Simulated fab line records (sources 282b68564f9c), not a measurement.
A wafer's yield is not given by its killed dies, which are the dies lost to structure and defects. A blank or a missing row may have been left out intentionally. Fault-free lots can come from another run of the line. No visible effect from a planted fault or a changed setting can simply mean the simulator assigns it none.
fab line records ; flow rit_cmos
record: lots: 6; wafers: 18; last_day: 7
route steps=202 shown PSD@150 SDANNEAL@153 NSD@158 PLDD@159 NLDD@160 SILICIDE@161 M1@202
lots untouched by any fault: they come from a run of this same line in which no faults occurred
start_h: start of the lot's first displayed wafer, in hours after the record's first day ; wait_h: hours since the lot's step before ; " same as the row above ; L1.1+2: several wafers, shown together as one row ; - no value, or no start given ; * or withheld: withheld ; < > ~ a bound
route shown NAME@n: names a module that has steps shown in the file, with the first one's number in the route ; usual: average and standard deviation across the fault-free wafers ; same: alike in all rows ; chamber/n: place in a boat ; sites: readings site by site ; _std_site: the values' standard deviation ; _edge_site: mean of outer sites minus mean of inner sites ; radius_mm: how far each site lies from the wafer's centre ; mask NAME#n: copy n ; behind: the last tool/chamber to shape the wafer ; hold: the reason the lot was held/the length of the hold in hours/how it ended ; device: the n, p or np transistor that did not switch ; end of line: the tests these same wafers got at the end of their route ; where a step has no rows: the recipe by itself ; killed: dies that structure and defects cost at the first sort, which is not the same as the wafer's yield ; map: a wafer's dies, marking killed ones x, the rest . and places with no die _
set.NAME: the run value of the setting; set.NAME@STEP: its run value at that earlier step ; model.NAME: the simulator's own value behind a step, which no gauge read
a table for each step, a row for each wafer; lots at some steps of the route
services: a tool's chamber out of use, with start hour (start_h, from the record's first day; less than 0 if before it), hours out, and reason
== steps ==
step: RIT_PSD_IMPLANT_08
recipe: species: BF2; energy_kev: 27; dose_cm2: 5e+15; tilt_deg: 7
step: RIT_PSD_STRIP_09
recipe: chemistry: O2; time_s: 180; resist: NOVOLAK; platen_temp_c: withheld; power_w: 500; pressure_mtorr: 4000; o2_flow_sccm: 4000
usual: drypump_motor_current_A: 5.8/0.49
lot.wafer;tool;chamber;start_h;wait_h;drypump_motor_current_A;rf_hours_counter_h
L916.1;plasma_asher-02;0;93.39;0.1;6.2;48
L916.2;plasma_asher-02;1;93.39;0.1;5.1;48
L916.6;plasma_asher-02;1;93.39;0.1;5.2;-
L917.2;plasma_asher-02;1;98.47;0.1;5.2;49
L917.3;plasma_asher-02;1;98.47;0.1;5.1;-
L917.6;plasma_asher-02;0;98.47;0.1;6.2;-
L918.1;plasma_asher-02;0;103.11;0.1;6.1;49
L918.5;plasma_asher-02;0;103.11;0.1;6.1;-
L918.6;plasma_asher-02;1;103.11;0.1;5.1;-
L919.1;plasma_asher-02;1;110.07;0.1;5.1;50
L919.2;plasma_asher-02;0;110.07;0.1;6.1;50
L919.3;plasma_asher-02;0;110.07;0.1;6.2;-
L925.1;plasma_asher-02;1;139.12;0.1;5.2;54
L925.2;plasma_asher-02;0;139.12;0.1;6.2;54
L925.4;plasma_asher-02;1;139.12;0.1;5.1;-
L929.2;plasma_asher-04;1;161.05;0.1;5.7;4
L929.3;plasma_asher-04;1;161.05;0.1;5.7;-
L929.5;plasma_asher-04;1;161.05;0.1;5.7;-
step: RIT_PSD_TW_MEAS_10
usual: PSD_TW: 3438/29
lot.wafer;tool;chamber;start_h;wait_h;PSD_TW
L916.1;film_metro-01;-;93.56;0.1;3436
L916.2;film_metro-01;-;93.56;0.1;3440
L916.6;film_metro-01;-;93.56;0.1;3443
L917.2;film_metro-03;-;98.65;0.1;3439
L917.3;film_metro-03;-;98.65;0.1;3456
L917.6;film_metro-03;-;98.65;0.1;3454
L918.1;film_metro-03;-;103.32;0.1;3462
L918.5;film_metro-03;-;103.32;0.1;3466
L918.6;film_metro-03;-;103.32;0.1;3459
L919.1;film_metro-03;-;110.25;0.1;3476
L919.2;film_metro-03;-;110.25;0.1;3478
L919.3;film_metro-03;-;110.25;0.1;3456
L925.1;film_metro-01;-;139.30;0.1;3499
L925.2;film_metro-01;-;139.30;0.1;3475
L925.4;film_metro-01;-;139.30;0.1;3511
L929.2;film_metro-04;-;161.23;0.1;3400
L929.3;film_metro-04;-;161.23;0.1;3397
L929.5;film_metro-04;-;161.23;0.1;3391
step: RIT_SDANNEAL_CLEAN_00
recipe: chemistry: SC1; mix: 3:3:50; time_s: 600; temp_c: 75
step: RIT_SDANNEAL_CLEAN_01
recipe: chemistry: dHF; dilution: 50:1; time_s: 30
step: RIT_SDANNEAL_CLEAN_02
recipe: chemistry: SC2; mix: 3:3:50; time_s: 600; temp_c: 75; dry: n2_spin
step: RIT_SDANNEAL_RTA_03
recipe: temp_c: 1050; time_s: 5; idle_temp_c: 600; ramp_up_c_per_s: 342; ramp_down_c_per_s: 171; cool_to_c: 600; ambient: N2
usual: ramp_down_c_per_s: 171.00/0.029; wafer_temp_C_max: 1053.4/1.1
lot.wafer;tool;chamber;start_h;wait_h;ramp_down_c_per_s;wafer_temp_C_max
L916.1;rtp_anneal-01;0;94.02;0.0;170.99;1054.5
L916.2;rtp_anneal-01;0;94.02;0.0;170.95;1053.7
L916.6;rtp_anneal-01;0;94.02;0.0;170.98;1053.0
L917.2;rtp_anneal-02;0;99.43;0.0;170.99;1053.0
L917.3;rtp_anneal-02;0;99.43;0.0;171.03;1054.7
L917.6;rtp_anneal-02;0;99.43;0.0;171.03;1055.7
L918.1;rtp_anneal-01;0;103.95;0.0;170.98;1052.1
L918.5;rtp_anneal-01;0;103.95;0.0;170.98;1051.8
L918.6;rtp_anneal-01;0;103.95;0.0;170.98;1052.2
L919.1;rtp_anneal-02;0;110.69;0.0;171.03;1053.3
L919.2;rtp_anneal-02;0;110.69;0.0;171.02;1052.9
L919.3;rtp_anneal-02;0;110.69;0.0;171.01;1053.0
L925.1;rtp_anneal-02;0;139.90;0.0;170.99;1052.2
L925.2;rtp_anneal-02;0;139.90;0.0;170.93;1051.6
L925.4;rtp_anneal-02;0;139.90;0.0;170.99;1052.8
L929.2;rtp_anneal-02;0;161.69;0.0;171.05;1052.9
L929.3;rtp_anneal-02;0;161.69;0.0;170.98;1055.3
L929.5;rtp_anneal-02;0;161.69;0.0;171.00;1054.2
step: RIT_SDANNEAL_RS_MEAS_04
recipe: thk_meas_gauge: four-point-probe
usual: PSD_RS: 115.9/0.33
lot.wafer;tool;chamber;start_h;wait_h;PSD_RS[ohm/sq]
L916.1;film_metro-01;-;94.08;0.0;115.6
L916.2;film_metro-01;-;94.08;0.0;115.8
L916.6;film_metro-01;-;94.08;0.0;115.5
L917.2;film_metro-04;-;99.50;0.1;116.0
L917.3;film_metro-04;-;99.50;0.1;116.3
L917.6;film_metro-04;-;99.50;0.1;116.3
L918.1;film_metro-04;-;104.01;0.0;115.3
L918.5;film_metro-04;-;104.01;0.0;115.4
L918.6;film_metro-04;-;104.01;0.0;115.5
L919.1;film_metro-03;-;110.75;0.0;115.8
L919.2;film_metro-03;-;110.75;0.0;115.5
L919.3;film_metro-03;-;110.75;0.0;116.0
L925.1;film_metro-03;-;139.96;0.0;115.8
L925.2;film_metro-03;-;139.96;0.0;115.9
L925.4;film_metro-03;-;139.96;0.0;115.5
L929.2;film_metro-03;-;161.76;0.1;115.6
L929.3;film_metro-03;-;161.76;0.1;116.0
L929.5;film_metro-03;-;161.76;0.1;115.8
step: RIT_SDANNEAL_RS_MEAS_05
recipe: thk_meas_gauge: four-point-probe
usual: NSD_RS: 84.41/0.26
lot.wafer;tool;chamber;start_h;wait_h;NSD_RS[ohm/sq]
L916.1;film_metro-01;-;94.20;0.1;84.74
L916.2;film_metro-01;-;94.20;0.1;84.43
L916.6;film_metro-01;-;94.20;0.1;84.25
L917.2;film_metro-04;-;99.62;0.1;84.28
L917.3;film_metro-04;-;99.62;0.1;84.78
L917.6;film_metro-04;-;99.62;0.1;84.17
L918.1;film_metro-04;-;104.13;0.1;84.60
L918.5;film_metro-04;-;104.13;0.1;84.52
L918.6;film_metro-04;-;104.13;0.1;84.49
L919.1;film_metro-03;-;110.87;0.1;84.67
L919.2;film_metro-03;-;110.87;0.1;84.51
L919.3;film_metro-03;-;110.87;0.1;84.12
L925.1;film_metro-03;-;140.08;0.1;84.15
L925.2;film_metro-03;-;140.08;0.1;84.25
L925.4;film_metro-03;-;140.08;0.1;84.00
L929.2;film_metro-03;-;161.88;0.1;85.16
L929.3;film_metro-03;-;161.88;0.1;85.11
L929.5;film_metro-03;-;161.88;0.1;84.94
step: RIT_SDANNEAL_RS_MEAS_06
recipe: thk_meas_gauge: four-point-probe
usual: PLDD_RS: 178.6/0.53
lot.wafer;tool;chamber;start_h;wait_h;PLDD_RS[ohm/sq]
L916.1;film_metro-01;-;94.32;0.1;178.2
L916.2;film_metro-01;-;94.32;0.1;178.7
L916.6;film_metro-01;-;94.32;0.1;178.2
L917.2;film_metro-04;-;99.74;0.1;178.8
L917.3;film_metro-04;-;99.74;0.1;179.0
L917.6;film_metro-04;-;99.74;0.1;179.2
L918.1;film_metro-04;-;104.25;0.1;177.9
L918.5;film_metro-04;-;104.25;0.1;178.1
L918.6;film_metro-04;-;104.25;0.1;178.3
L919.1;film_metro-03;-;110.99;0.1;178.8
L919.2;film_metro-03;-;110.99;0.1;178.3
L919.3;film_metro-03;-;110.99;0.1;178.8
L925.1;film_metro-03;-;140.20;0.1;178.6
L925.2;film_metro-03;-;140.20;0.1;178.4
L925.4;film_metro-03;-;140.20;0.1;178.6
L929.2;film_metro-03;-;162.00;0.1;178.3
L929.3;film_metro-03;-;162.00;0.1;178.4
L929.5;film_metro-03;-;162.00;0.1;178.4
step: RIT_SDANNEAL_RS_MEAS_07
recipe: thk_meas_gauge: four-point-probe
usual: NLDD_RS: 151.6/0.47
lot.wafer;tool;chamber;start_h;wait_h;NLDD_RS[ohm/sq]
L916.1;film_metro-01;-;94.44;0.1;150.7
L916.2;film_metro-01;-;94.44;0.1;150.9
L916.6;film_metro-01;-;94.44;0.1;150.7
L917.2;film_metro-04;-;99.86;0.1;152.3
L917.3;film_metro-04;-;99.86;0.1;151.9
L917.6;film_metro-04;-;99.86;0.1;151.5
L918.1;film_metro-04;-;104.37;0.1;150.8
L918.5;film_metro-04;-;104.37;0.1;151.6
L918.6;film_metro-04;-;104.37;0.1;151.3
L919.1;film_metro-03;-;111.11;0.1;151.7
L919.2;film_metro-03;-;111.11;0.1;151.1
L919.3;film_metro-03;-;111.11;0.1;151.6
L925.1;film_metro-03;-;140.32;0.1;151.2
L925.2;film_metro-03;-;140.32;0.1;151.6
L925.4;film_metro-03;-;140.32;0.1;151.1
L929.2;film_metro-03;-;162.12;0.1;151.2
L929.3;film_metro-03;-;162.12;0.1;151.4
L929.5;film_metro-03;-;162.12;0.1;151.5
step: RIT_SILICIDE_WET_ETCH_00
recipe: chemistry: BOE; target: SiO2; target_depth_nm: 14; time_s: 15; dry: n2_spin; dilution: 10:1; temp_c: 21.5
step: RIT_SILICIDE_SPUTTER_01
recipe: material: Ti; target_thk_nm: 30; power_w: 350; chamber_pressure_pa: 0.667; gas: Ar; time_s: 240; substrate_temp_c: 25
usual: throttle_valve_pct: 30.3/1.2
lot.wafer;tool;chamber;start_h;wait_h;throttle_valve_pct
L916.1;pvd_sputter-02;-;94.57;0.0;30.1
L916.2;pvd_sputter-02;-;94.57;0.0;33.1
L916.6;pvd_sputter-02;-;94.57;0.0;30.5
L917.2;pvd_sputter-03;-;99.97;0.0;30.0
L917.3;pvd_sputter-03;-;99.97;0.0;29.5
L917.6;pvd_sputter-03;-;99.97;0.0;29.5
L918.1;pvd_sputter-02;-;104.50;0.0;30.0
L918.5;pvd_sputter-02;-;104.50;0.0;33.1
L918.6;pvd_sputter-02;-;104.50;0.0;30.3
L918.1;pvd_sputter-02;-;104.82;0.2;30.2
L918.5;pvd_sputter-02;-;104.82;0.2;33.0
L918.6;pvd_sputter-02;-;104.82;0.2;30.5
L919.1;pvd_sputter-03;-;111.25;0.0;30.5
L919.2;pvd_sputter-03;-;111.25;0.0;29.7
L919.3;pvd_sputter-03;-;111.25;0.0;28.3
L919.1;pvd_sputter-03;-;111.56;0.2;30.4
L919.2;pvd_sputter-03;-;111.56;0.2;29.6
L919.3;pvd_sputter-03;-;111.56;0.2;28.6
L925.1;pvd_sputter-03;-;140.46;0.0;29.9
L925.2;pvd_sputter-03;-;140.46;0.0;29.7
L925.4;pvd_sputter-03;-;140.46;0.0;30.4
L929.2;pvd_sputter-03;-;162.25;0.0;29.9
L929.3;pvd_sputter-03;-;162.25;0.0;30.7
L929.5;pvd_sputter-03;-;162.25;0.0;29.7
step: RIT_SILICIDE_RS_MEAS_02
recipe: thk_meas_gauge: four-point-probe; reads: Ti_of_SILICIDE_SPUTTER_01
usual: SILICIDE_TI_RS: 47.7/0.62
lot.wafer;tool;chamber;start_h;wait_h;SILICIDE_TI_RS[ohm/sq]
L916.1;film_metro-03;-;94.72;0.1;48.6
L916.2;film_metro-03;-;94.72;0.1;47.9
L916.6;film_metro-03;-;94.72;0.1;48.6
L917.2;film_metro-02;-;100.14;0.1;47.7
L917.3;film_metro-02;-;100.14;0.1;47.2
L917.6;film_metro-02;-;100.14;0.1;47.5
L918.1;film_metro-02;-;104.97;0.1;20.3
L918.5;film_metro-02;-;104.97;0.1;20.5
L918.6;film_metro-02;-;104.97;0.1;20.7
L919.1;film_metro-02;-;111.71;0.1;20.2
L919.2;film_metro-02;-;111.71;0.1;19.8
L919.3;film_metro-02;-;111.71;0.1;20.2
L925.1;film_metro-01;-;140.61;0.1;47.6
L925.2;film_metro-01;-;140.61;0.1;46.8
L925.4;film_metro-01;-;140.61;0.1;47.4
L929.2;film_metro-02;-;162.42;0.1;47.1
L929.3;film_metro-02;-;162.42;0.1;47.2
L929.5;film_metro-02;-;162.42;0.1;45.8
step: RIT_SILICIDE_THK_MEAS_03
recipe: thk_meas_gauge: xrf; reads: Ti_of_SILICIDE_SPUTTER_01
usual: SILICIDE_TI_THK: 30.2/0.34
lot.wafer;tool;chamber;start_h;wait_h;SILICIDE_TI_THK[nm]
L916.1;film_metro-03;-;94.84;0.1;29.8
L916.2;film_metro-03;-;94.84;0.1;30.1
L916.6;film_metro-03;-;94.84;0.1;29.7
L917.2;film_metro-02;-;100.25;0.1;30.3
L917.3;film_metro-02;-;100.25;0.1;30.3
L917.6;film_metro-02;-;100.25;0.1;30.4
L918.1;film_metro-02;-;105.09;0.1;60.5
L918.5;film_metro-02;-;105.09;0.1;60.2
L918.6;film_metro-02;-;105.09;0.1;59.7
L919.1;film_metro-02;-;111.83;0.1;60.8
L919.2;film_metro-02;-;111.83;0.1;61.9
L919.3;film_metro-02;-;111.83;0.1;60.9
L925.1;film_metro-01;-;140.73;0.1;30.1
L925.2;film_metro-01;-;140.73;0.1;30.5
L925.4;film_metro-01;-;140.73;0.1;30.2
L929.2;film_metro-02;-;162.53;0.1;30.5
L929.3;film_metro-02;-;162.53;0.1;30.5
L929.5;film_metro-02;-;162.53;0.1;31.2
step: RIT_SILICIDE_RTA_04
recipe: temp_c: 650; time_s: 10; idle_temp_c: 25; ramp_up_s: 5; ramp_down_s: 5; cool_to_c: 25; ambient: N2
usual: wafer_temp_C_max: 652.9/0.96
lot.wafer;tool;chamber;start_h;wait_h;wafer_temp_C_max
L916.1;rtp_anneal-02;0;94.90;0.1;652.9
L916.2;rtp_anneal-02;0;94.90;0.1;654.1
L916.6;rtp_anneal-02;0;94.90;0.1;653.0
L917.2;rtp_anneal-01;0;100.31;0.1;652.6
L917.3;rtp_anneal-01;0;100.31;0.1;651.8
L917.6;rtp_anneal-01;0;100.31;0.1;652.1
L918.1;rtp_anneal-02;0;105.15;0.1;653.0
L918.5;rtp_anneal-02;0;105.15;0.1;653.4
L918.6;rtp_anneal-02;0;105.15;0.1;653.5
L919.1;rtp_anneal-01;0;111.89;0.1;652.7
L919.2;rtp_anneal-01;0;111.89;0.1;651.9
L919.3;rtp_anneal-01;0;111.89;0.1;651.5
L925.1;rtp_anneal-01;0;140.79;0.1;652.0
L925.2;rtp_anneal-01;0;140.79;0.1;652.6
L925.4;rtp_anneal-01;0;140.79;0.1;652.4
L929.2;rtp_anneal-01;0;162.59;0.1;652.1
L929.3;rtp_anneal-01;0;162.59;0.1;653.0
L929.5;rtp_anneal-01;0;162.59;0.1;652.5
step: RIT_M1_PROBE_99
usual: killed_at_contacts: 0.1/0.26; killed_at_front_end: 7.5/2.8; killed_dies: 7.6/2.8; killed_open: 3.9/2.1; killed_short: 3.7/1.7
same: gross_dies: 264; killed_at_M0_to_M3: 0; killed_at_M4_up: 0; killed_at_back_side: 0; killed_at_other: 0
lot.wafer;tool;chamber;start_h;wait_h;killed_at_contacts;killed_at_front_end;killed_dies;killed_open;killed_short
L916.1;prober-02;-;101.71;0.1;1;7;8;4;4
L916.2;prober-02;-;101.76;0.1;0;7;7;3;4
L916.6;prober-02;-;101.96;0.2;0;7;7;3;4
L917.2;prober-01;-;107.28;0.1;0;7;7;4;3
L917.3;prober-01;-;107.33;0.2;0;5;5;3;2
L917.6;prober-01;-;107.48;0.2;0;6;6;2;4
L918.1;prober-02;-;112.83;0.1;0;9;9;5;4
L918.5;prober-02;-;113.03;0.2;0;8;8;5;3
L918.6;prober-02;-;113.08;0.2;0;4;4;1;3
L919.1;prober-01;-;119.58;0.1;0;5;5;4;1
L919.2;prober-01;-;119.63;0.1;0;6;6;2;4
L919.3;prober-01;-;119.68;0.2;0;11;11;3;7
L925.1;prober-01;-;148.61;0.1;0;6;6;2;4
L925.2;prober-01;-;148.66;0.1;0;8;8;4;4
L925.4;prober-01;-;148.76;0.2;0;1;1;1;0
killed by level:class
L916.1 GATE:geometric_particle:open=3 GATE:geometric_particle:short=2 FOX1:geometric_particle:open=1 REOX:geometric_particle:short=1 CONTACT:geometric_particle:short=1
L916.2 GATE:geometric_particle:short=2 FOX1:geometric_particle:short=1 FOX1:geometric_particle:open=1 GATE:geometric_particle:open=1 SPACER:geometric_particle:open=1 SPACER:geometric_particle:short=1
L916.6 REOX:geometric_particle:short=3 SILICIDE:geometric_particle:open=2 GATE:geometric_particle:short=1 REOX:geometric_particle:open=1
L917.2 GATE:geometric_particle:open=3 REOX:geometric_particle:short=2 REOX:geometric_particle:open=1 SILICIDE:geometric_particle:short=1
L917.3 FOX2:geometric_particle:short=1 GATE:geometric_particle:open=1 GATE:geometric_particle:short=1 REOX:geometric_particle:open=1 SPACER:geometric_particle:open=1
L917.6 GATE:geometric_particle:short=3 FOX1:geometric_particle:open=1 REOX:geometric_particle:short=1 SPACER:geometric_particle:open=1
L918.1 GATE:geometric_particle:short=3 GATE:geometric_particle:open=2 SPACER:geometric_particle:open=2 REOX:geometric_particle:open=1 SPACER:geometric_particle:short=1
L918.5 GATE:geometric_particle:open=3 SPACER:geometric_particle:short=3 SPACER:geometric_particle:open=2
L918.6 SILICIDE:geometric_particle:short=1 GATE:geometric_particle:short=1 REOX:geometric_particle:short=1 REOX:geometric_particle:open=1
L919.1 GATE:geometric_particle:open=2 SPACER:geometric_particle:open=2 FOX1:geometric_particle:short=1
L919.2 GATE:geometric_particle:short=2 SPACER:geometric_particle:short=2 GATE:geometric_particle:open=1 SPACER:geometric_particle:open=1
L919.3 REOX:geometric_particle:short=4 SILICIDE:geometric_particle:short=2 FOX1:geometric_particle:open=1 GATE:geometric_particle:short=1 SPACER:geometric_particle:open=1 SILICIDE:geometric_particle:open=1 NSD:coat_microbubble_printed=1
L925.1 GATE:geometric_particle:short=3 FOX2:geometric_particle:short=1 GATE:geometric_particle:open=1 SILICIDE:geometric_particle:open=1
L925.2 FOX1:geometric_particle:open=2 FOX1:geometric_particle:short=1 GATE:geometric_particle:open=1 GATE:geometric_particle:short=1 SPACER:geometric_particle:short=1 SILICIDE:geometric_particle:short=1 SILICIDE:geometric_particle:open=1
L925.4 SPACER:geometric_particle:open=1
== services ==
tool;chamber;start_h;hours;kind
plasma_asher-04;-;108.75;9.0;pm
plasma_asher-04;0;108.75;9.0;vent_cycle
plasma_asher-04;1;108.75;9.0;vent_cycle
pvd_sputter-03;-;115.05;2.2;repair
plasma_asher-04;0;117.75;-;clean
plasma_asher-04;1;117.75;-;clean
== key ==
first_sign: step: RIT_SILICIDE_SPUTTER_01; reading: visit; direction: added
effect: step: RIT_SILICIDE_RS_MEAS_02; reading: SILICIDE_TI_RS; direction: down; sigmas: 44; usual: 47.7; struck: 20.3
effect: step: RIT_SILICIDE_THK_MEAS_03; reading: SILICIDE_TI_THK; direction: up; sigmas: 90; usual: 30.2; struck: 60.7
met_at RIT_SILICIDE_SPUTTER_01
struck_wafers L918.1,L918.5,L918.6,L919.1,L919.2,L919.3
tester_left_out L918,L919
fault: kind: repeated_step_whole; tool: pvd_sputter-02,pvd_sputter-03; chamber: -; onset_h: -; steps: RIT_SILICIDE_SPUTTER_01; times: 1; scope: struck_lots_only
tester_left_out: of these lots the tester's yield and bins aren't shown, on N5 and GAA mostly nor the transistor test; their killed dies are dies lost to structure and defects alone, not to doping, threshold or leakage, so they don't give the yield
